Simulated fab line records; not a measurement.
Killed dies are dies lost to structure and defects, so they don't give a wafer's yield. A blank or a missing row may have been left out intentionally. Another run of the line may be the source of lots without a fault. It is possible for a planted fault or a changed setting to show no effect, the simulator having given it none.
One fault through the eyes of 2 desks || flow berkeleyCmos170 || only its own numbers are on each desk; what lay behind them is given at the end

TOOL OWNER'S DESK, lithoTrack-02
UCB170_M1_PEB_07, tool's own readings: per-lot mean of the sampled wafers with a number, covering each lot this tool ran. If a lot's mean is further than 4 standard deviations from the usual mean, the lot is out of limits and carries the mark OUT (the distance appears in the brackets).
Columns: A = heaterPowerTotalW at UCB170_M1_PEB_07, usual 56.80 W
{"lot": "L105", "first seen here": "day 8 04:19", "A": 56.85}
{"lot": "L114", "first seen here": "day 10 13:11", "A": "59.70 (+66) OUT"}
{"lot": "L113", "first seen here": "day 10 16:59", "A": "59.70 (+66) OUT"}
This desk finds L113, L114 out of limits, L114 being first, at day 10 13:11 (heaterPowerTotalW at UCB170_M1_PEB_07). L105: within limits.

THE METROLOGY DESK
What the gauges read for every lot (on any tool): the sampled wafers with a number, averaged. If a lot's mean is further than 4 standard deviations from the usual mean, the lot is out of limits and carries the mark OUT (the distance appears in the brackets).
Columns: A = PSD_OVL at UCB170_PSD_OVL_MEAS_07, usual 5 nm; B = cdNm at UCB170_M1_CD_MEAS_09, usual 699.7 nm; C = cdNm at UCB170_V1_CD_MEAS_12, usual 700.3 nm
{"lot": "L104", "first seen here": "day 7 16:49", "A": 9, "B": 699.0, "C": 701.9}
{"lot": "L105", "first seen here": "day 7 16:56", "A": 2, "B": 700.1, "C": 699.3}
{"lot": "L109", "first seen here": "day 8 21:47", "A": 5, "B": 700.1, "C": 700.8}
{"lot": "L106", "first seen here": "day 8 21:55", "A": 5, "B": 698.7, "C": 701.9}
{"lot": "L114", "first seen here": "day 10 00:40", "A": 1, "B": "712.1 (+9.5) OUT", "C": 698.6}
{"lot": "L113", "first seen here": "day 10 06:43", "A": -1, "B": "707.8 (+6.2) OUT", "C": 701.9}
{"lot": "L117", "first seen here": "day 10 06:59", "A": -0, "B": 701.2, "C": 697.4}
{"lot": "L120", "first seen here": "day 10 23:25", "A": 9, "B": 700.0, "C": 699.8}
{"lot": "L121", "first seen here": "day 11 16:01", "A": 11, "B": 699.0, "C": 699.5}
{"lot": "L122", "first seen here": "day 11 16:23", "A": 1, "B": 699.6, "C": 702.4}
{"lot": "L124", "first seen here": "day 11 16:39", "A": 8, "B": 697.2, "C": 701.9}
{"lot": "L123", "first seen here": "day 12 13:55", "A": 8, "B": 700.5, "C": 697.5}
This desk finds L113, L114 out of limits, L114 being first, at day 10 13:27 (cdNm at UCB170_M1_CD_MEAS_09). L104, L105, L109, L106, L117, L120, L121, L122, L124, L123: within limits.

TAKEN TOGETHER
On L113, L114, at day 10 13:11, an alarm was possible from the tool owner's desk.
On L113, L114, the metrology desk was in a position to raise an alarm at day 10 13:27.
UCB170_M1_PEB_07 was run on lithoTrack-02 by each of the lots named.

WHAT THE SIMULATOR PUT IN
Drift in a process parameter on lithoTrack-02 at UCB170_M1_PEB_07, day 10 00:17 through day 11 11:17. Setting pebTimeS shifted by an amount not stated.
Shown lots that were struck: L113, L114.
Counting hours from when the fault started, the first reading out of limits came at 13 for the tool owner's desk and at 13 for the metrology desk.
